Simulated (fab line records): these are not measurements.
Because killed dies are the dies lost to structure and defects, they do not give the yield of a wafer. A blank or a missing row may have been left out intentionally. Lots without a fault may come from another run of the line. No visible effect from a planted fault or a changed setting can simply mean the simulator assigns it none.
fab line records || flow ritCmos
[record] {"lots": 14, "wafers": 42, "lastDay": 7}
route steps=202 shown PSD@151 M1@202
lots that met no fault: taken from a fault-free run of the same line
startH: hours from the record's first day to the start of the lot's first wafer shown || waitH: how many hours have passed since the lot's step before this one || " as in the row above || L1.1+2: a single row standing in for several wafers || - value missing, or start not given || * or withheld: withheld || < > ~ a bound
route shown NAME@n: NAME is a module with steps in the file, n the number in the route of the first one || usual: average and standard deviation across the fault-free wafers || same: alike in all rows || chamber/n: place in a boat || sites: each site's reading || _std_site: their standard deviation || _edge_site: outer sites' mean less inner sites' || radiusMm: for every site, how far away it sits from the centre of the wafer || mask NAME#n: copy n || behind: tool/chamber where the wafer was last shaped || hold: what put the lot on hold/how long, in hours/how the hold closed || device: names the non-switching transistor (n, p or np) || end of line: tests of these same wafers at the route's end || a step with no rows: only its recipe || killed: dies lost to structure and defects at the first sort, not the wafer's yield || map: per-die view of a wafer (x killed, . not killed, _ where there is no die)
set.NAME: setting as actually run; set.NAME@STEP: the setting as run at that earlier step || model.NAME: the simulator's own value behind a step, which no gauge read
a sample of lots followed through the steps of the route, with each step as a table and each wafer as a row
services: the hour from which a tool's chamber was out of use, counted from the record's first day as startH (under 0 if before that day), plus the number of hours and why
[[steps]]
[step RIT_PSD_STRIP_09]
[recipe] {"chemistry": "O2", "timeS": 180, "resist": "NOVOLAK", "platenTempC": "withheld", "powerW": 500, "pressureMtorr": 4000, "o2FlowSccm": 4000}
[usual] {"drypumpMotorCurrentA": "5.5/0.3"}
{"lot.wafer": "L513.3", "tool": "plasmaAsher-04", "chamber": 0, "startH": 61.46, "waitH": 0.1, "drypumpMotorCurrentA": 6.0, "rfHoursCounterH": "-"}
{"lot.wafer": "L513.5", "tool": "plasmaAsher-04", "chamber": 1, "startH": 61.46, "waitH": 0.1, "drypumpMotorCurrentA": 5.0, "rfHoursCounterH": "-"}
{"lot.wafer": "L513.6", "tool": "plasmaAsher-04", "chamber": 0, "startH": 61.46, "waitH": 0.1, "drypumpMotorCurrentA": 5.9, "rfHoursCounterH": "-"}
{"lot.wafer": "L514.1", "tool": "plasmaAsher-01", "chamber": 0, "startH": 67.93, "waitH": 0.1, "drypumpMotorCurrentA": 5.4, "rfHoursCounterH": 26}
{"lot.wafer": "L514.2", "tool": "plasmaAsher-01", "chamber": 1, "startH": 67.93, "waitH": 0.1, "drypumpMotorCurrentA": 5.6, "rfHoursCounterH": 26}
{"lot.wafer": "L514.5", "tool": "plasmaAsher-01", "chamber": 0, "startH": 67.93, "waitH": 0.1, "drypumpMotorCurrentA": 5.4, "rfHoursCounterH": "-"}
{"lot.wafer": "L515.1", "tool": "plasmaAsher-04", "chamber": 0, "startH": 73.19, "waitH": 0.1, "drypumpMotorCurrentA": 6.0, "rfHoursCounterH": 44}
{"lot.wafer": "L515.4", "tool": "plasmaAsher-04", "chamber": 1, "startH": 73.19, "waitH": 0.1, "drypumpMotorCurrentA": 5.0, "rfHoursCounterH": "-"}
{"lot.wafer": "L515.5", "tool": "plasmaAsher-04", "chamber": 0, "startH": 73.19, "waitH": 0.1, "drypumpMotorCurrentA": 6.0, "rfHoursCounterH": "-"}
{"lot.wafer": "L516.2", "tool": "plasmaAsher-02", "chamber": 0, "startH": 76.26, "waitH": 0.1, "drypumpMotorCurrentA": 6.1, "rfHoursCounterH": 41}
{"lot.wafer": "L516.3", "tool": "plasmaAsher-02", "chamber": 1, "startH": 76.26, "waitH": 0.1, "drypumpMotorCurrentA": 5.2, "rfHoursCounterH": "-"}
{"lot.wafer": "L516.5", "tool": "plasmaAsher-02", "chamber": 0, "startH": 76.26, "waitH": 0.1, "drypumpMotorCurrentA": 6.1, "rfHoursCounterH": "-"}
{"lot.wafer": "L517.1", "tool": "plasmaAsher-02", "chamber": 1, "startH": 76.88, "waitH": 0.1, "drypumpMotorCurrentA": 5.3, "rfHoursCounterH": 41}
{"lot.wafer": "L517.4", "tool": "plasmaAsher-02", "chamber": 1, "startH": 76.88, "waitH": 0.1, "drypumpMotorCurrentA": 5.3, "rfHoursCounterH": "-"}
{"lot.wafer": "L517.6", "tool": "plasmaAsher-02", "chamber": 0, "startH": 76.88, "waitH": 0.1, "drypumpMotorCurrentA": 6.1, "rfHoursCounterH": "-"}
{"lot.wafer": "L518.1", "tool": "plasmaAsher-01", "chamber": 0, "startH": 84.49, "waitH": 0.1, "drypumpMotorCurrentA": 5.4, "rfHoursCounterH": 27}
{"lot.wafer": "L518.3", "tool": "plasmaAsher-01", "chamber": 0, "startH": 84.49, "waitH": 0.1, "drypumpMotorCurrentA": 5.4, "rfHoursCounterH": "-"}
{"lot.wafer": "L518.5", "tool": "plasmaAsher-01", "chamber": 1, "startH": 84.49, "waitH": 0.1, "drypumpMotorCurrentA": 5.6, "rfHoursCounterH": "-"}
{"lot.wafer": "L519.1", "tool": "plasmaAsher-01", "chamber": 0, "startH": 87.67, "waitH": 0.1, "drypumpMotorCurrentA": 5.4, "rfHoursCounterH": 28}
{"lot.wafer": "L519.2", "tool": "plasmaAsher-01", "chamber": 1, "startH": 87.67, "waitH": 0.1, "drypumpMotorCurrentA": 5.5, "rfHoursCounterH": 28}
{"lot.wafer": "L519.4", "tool": "plasmaAsher-01", "chamber": 0, "startH": 87.67, "waitH": 0.1, "drypumpMotorCurrentA": 5.4, "rfHoursCounterH": "-"}
{"lot.wafer": "L520.1", "tool": "plasmaAsher-01", "chamber": 0, "startH": 93.26, "waitH": 0.1, "drypumpMotorCurrentA": 5.4, "rfHoursCounterH": 29}
{"lot.wafer": "L520.3", "tool": "plasmaAsher-01", "chamber": 0, "startH": 93.26, "waitH": 0.1, "drypumpMotorCurrentA": 5.4, "rfHoursCounterH": "-"}
{"lot.wafer": "L520.6", "tool": "plasmaAsher-01", "chamber": 0, "startH": 93.26, "waitH": 0.1, "drypumpMotorCurrentA": 5.4, "rfHoursCounterH": "-"}
{"lot.wafer": "L524.1", "tool": "plasmaAsher-01", "chamber": 1, "startH": 113.19, "waitH": 0.1, "drypumpMotorCurrentA": 5.6, "rfHoursCounterH": 31}
{"lot.wafer": "L524.3", "tool": "plasmaAsher-01", "chamber": 1, "startH": 113.19, "waitH": 0.1, "drypumpMotorCurrentA": 5.6, "rfHoursCounterH": "-"}
{"lot.wafer": "L524.6", "tool": "plasmaAsher-01", "chamber": 1, "startH": 113.19, "waitH": 0.1, "drypumpMotorCurrentA": 5.6, "rfHoursCounterH": "-"}
{"lot.wafer": "L527.3", "tool": "plasmaAsher-01", "chamber": 0, "startH": 127.79, "waitH": 0.1, "drypumpMotorCurrentA": 5.4, "rfHoursCounterH": "-"}
{"lot.wafer": "L527.5", "tool": "plasmaAsher-01", "chamber": 1, "startH": 127.79, "waitH": 0.1, "drypumpMotorCurrentA": 5.6, "rfHoursCounterH": "-"}
{"lot.wafer": "L527.6", "tool": "plasmaAsher-01", "chamber": 0, "startH": 127.79, "waitH": 0.1, "drypumpMotorCurrentA": 5.4, "rfHoursCounterH": "-"}
{"lot.wafer": "L529.1", "tool": "plasmaAsher-01", "chamber": 0, "startH": 140.87, "waitH": 0.1, "drypumpMotorCurrentA": 5.4, "rfHoursCounterH": 34}
{"lot.wafer": "L529.2", "tool": "plasmaAsher-01", "chamber": 1, "startH": 140.87, "waitH": 0.1, "drypumpMotorCurrentA": 5.6, "rfHoursCounterH": 34}
{"lot.wafer": "L529.6", "tool": "plasmaAsher-01", "chamber": 1, "startH": 140.87, "waitH": 0.1, "drypumpMotorCurrentA": 5.6, "rfHoursCounterH": "-"}
{"lot.wafer": "L530.1", "tool": "plasmaAsher-04", "chamber": 1, "startH": 144.28, "waitH": 0.1, "drypumpMotorCurrentA": 5.0, "rfHoursCounterH": 3}
{"lot.wafer": "L530.4", "tool": "plasmaAsher-04", "chamber": 1, "startH": 144.28, "waitH": 0.1, "drypumpMotorCurrentA": 5.0, "rfHoursCounterH": "-"}
{"lot.wafer": "L530.6", "tool": "plasmaAsher-04", "chamber": 1, "startH": 144.28, "waitH": 0.1, "drypumpMotorCurrentA": 5.0, "rfHoursCounterH": "-"}
{"lot.wafer": "L531.3", "tool": "plasmaAsher-04", "chamber": 1, "startH": 150.84, "waitH": 0.1, "drypumpMotorCurrentA": 5.0, "rfHoursCounterH": "-"}
{"lot.wafer": "L531.4", "tool": "plasmaAsher-04", "chamber": 0, "startH": 150.84, "waitH": 0.1, "drypumpMotorCurrentA": 5.9, "rfHoursCounterH": "-"}
{"lot.wafer": "L531.5", "tool": "plasmaAsher-04", "chamber": 1, "startH": 150.84, "waitH": 0.1, "drypumpMotorCurrentA": 5.0, "rfHoursCounterH": "-"}
{"lot.wafer": "L535.3", "tool": "plasmaAsher-04", "chamber": 0, "startH": 166.83, "waitH": 0.1, "drypumpMotorCurrentA": 5.9, "rfHoursCounterH": "-"}
{"lot.wafer": "L535.4", "tool": "plasmaAsher-04", "chamber": 1, "startH": 166.83, "waitH": 0.1, "drypumpMotorCurrentA": 5.0, "rfHoursCounterH": "-"}
{"lot.wafer": "L535.5", "tool": "plasmaAsher-04", "chamber": 1, "startH": 166.83, "waitH": 0.1, "drypumpMotorCurrentA": 5.0, "rfHoursCounterH": "-"}
[step RIT_M1_PROBE_99]
[usual] {"killedAtContacts": "0.1/0.27", "killedAtFrontEnd": "6.5/2.8", "killedDies": "6.6/2.8", "killedOnRim": "1.7/1.3", "killedOpen": "3.5/2", "killedShort": "3.2/1.8"}
[same] {"grossDies": 264, "killed_at_M0_to_M3": 0, "killed_at_M4_up": 0, "killedAtBackSide": 0, "killedAtOther": 0}
{"lot.wafer": "L527.3", "tool": "prober-02", "chamber": "-", "startH": 136.11, "waitH": 0.2, "killedAtContacts": 0, "killedAtFrontEnd": 17, "killedDies": 17, "killedOnRim": 7, "killedOpen": 4, "killedShort": 2}
{"lot.wafer": "L527.5", "tool": "prober-02", "chamber": "-", "startH": 136.21, "waitH": 0.2, "killedAtContacts": 0, "killedAtFrontEnd": 5, "killedDies": 5, "killedOnRim": 2, "killedOpen": 2, "killedShort": 3}
{"lot.wafer": "L527.6", "tool": "prober-02", "chamber": "-", "startH": 136.26, "waitH": 0.2, "killedAtContacts": 0, "killedAtFrontEnd": 23, "killedDies": 23, "killedOnRim": 10, "killedOpen": 4, "killedShort": 3}
{"lot.wafer": "L529.1", "tool": "prober-01", "chamber": "-", "startH": 149.16, "waitH": 0.1, "killedAtContacts": 0, "killedAtFrontEnd": 20, "killedDies": 20, "killedOnRim": 10, "killedOpen": 2, "killedShort": 3}
{"lot.wafer": "L529.2", "tool": "prober-01", "chamber": "-", "startH": 149.21, "waitH": 0.1, "killedAtContacts": 0, "killedAtFrontEnd": 5, "killedDies": 5, "killedOnRim": 1, "killedOpen": 3, "killedShort": 2}
{"lot.wafer": "L529.6", "tool": "prober-01", "chamber": "-", "startH": 149.41, "waitH": 0.2, "killedAtContacts": 0, "killedAtFrontEnd": 5, "killedDies": 5, "killedOnRim": 2, "killedOpen": 4, "killedShort": 1}
{"lot.wafer": "L535.3", "tool": "prober-01", "chamber": "-", "startH": 174.83, "waitH": 0.2, "killedAtContacts": 0, "killedAtFrontEnd": 5, "killedDies": 5, "killedOnRim": 1, "killedOpen": 3, "killedShort": 2}
{"lot.wafer": "L535.4", "tool": "prober-01", "chamber": "-", "startH": 174.88, "waitH": 0.2, "killedAtContacts": 0, "killedAtFrontEnd": 9, "killedDies": 9, "killedOnRim": 5, "killedOpen": 6, "killedShort": 3}
{"lot.wafer": "L535.5", "tool": "prober-01", "chamber": "-", "startH": 174.93, "waitH": 0.2, "killedAtContacts": 0, "killedAtFrontEnd": 10, "killedDies": 10, "killedOnRim": 2, "killedOpen": 3, "killedShort": 7}
// killed by level:class
L527.3 PSD:unspecified=11 GATE:geometricParticle:open=3 FOX1:geometricParticle:short=1 FOX2:geometricParticle:open=1 GATE:geometricParticle:short=1
L527.5 REOX:geometricParticle:open=1 REOX:geometricParticle:short=1 SPACER:geometricParticle:short=1 SILICIDE:geometricParticle:open=1 SILICIDE:geometricParticle:short=1
L527.6 PSD:unspecified=16 REOX:geometricParticle:short=2 FOX1:geometricParticle:open=1 FOX2:geometricParticle:open=1 GATE:geometricParticle:open=1 SILICIDE:geometricParticle:short=1 SILICIDE:geometricParticle:open=1
L529.1 PSD:unspecified=15 FOX1:geometricParticle:short=2 GATE:geometricParticle:open=2 SPACER:geometricParticle:short=1
L529.2 GATE:geometricParticle:short=2 GATE:geometricParticle:open=2 SPACER:geometricParticle:open=1
L529.6 FOX2:geometricParticle:open=2 FOX2:geometricParticle:short=1 GATE:geometricParticle:open=1 REOX:geometricParticle:open=1
L535.3 GATE:geometricParticle:open=3 FOX2:geometricParticle:short=1 REOX:geometricParticle:short=1
L535.4 GATE:geometricParticle:open=3 FOX2:geometricParticle:open=2 FOX1:geometricParticle:short=1 FOX2:geometricParticle:short=1 GATE:geometricParticle:short=1 SILICIDE:geometricParticle:open=1
L535.5 GATE:geometricParticle:short=5 GATE:geometricParticle:open=2 FOX1:geometricParticle:short=1 FOX1:geometricParticle:open=1 FOX2:geometricParticle:short=1
[[services]]
{"tool": "plasmaAsher-02", "chamber": "-", "startH": 105.30, "hours": 1.3, "kind": "repair"}
{"tool": "plasmaAsher-04", "chamber": "-", "startH": 108.75, "hours": 9.0, "kind": "pm"}
{"tool": "plasmaAsher-04", "chamber": 0, "startH": 108.75, "hours": 9.0, "kind": "ventCycle"}
{"tool": "plasmaAsher-04", "chamber": 1, "startH": 108.75, "hours": 9.0, "kind": "ventCycle"}
{"tool": "plasmaAsher-04", "chamber": 0, "startH": 117.75, "hours": "-", "kind": "clean"}
{"tool": "plasmaAsher-04", "chamber": 1, "startH": 117.75, "hours": "-", "kind": "clean"}
[[key]]
[firstSign] {"step": "RIT_M1_PROBE_99", "reading": "killedDies", "direction": "up", "sigmas": 4.8, "usual": 6.6, "struck": 20}
[effect] {"step": "RIT_M1_PROBE_99", "reading": "killedAtFrontEnd", "direction": "up", "sigmas": 4.8, "usual": 6.5, "struck": 20}
metAt RIT_PSD_STRIP_09
struckLots L527,L529
struckWafers L527.3,L527.6,L529.1
testerLeftOut L527,L529
onsetBetween 93.26 127.79
[fault] {"kind": "chamberParticleSource", "tool": "plasmaAsher-01", "chamber": 0, "onsetH": 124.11, "steps": "RIT_PSD_STRIP_09", "ratePerVisitCm2": 0.60763, "endH": 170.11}
// testerLeftOut: of these lots the tester's yield and bins aren't shown, on N5 and GAA mostly nor the transistor test; their killed dies are dies lost to structure and defects alone, not to doping, threshold or leakage, so they don't give the yield
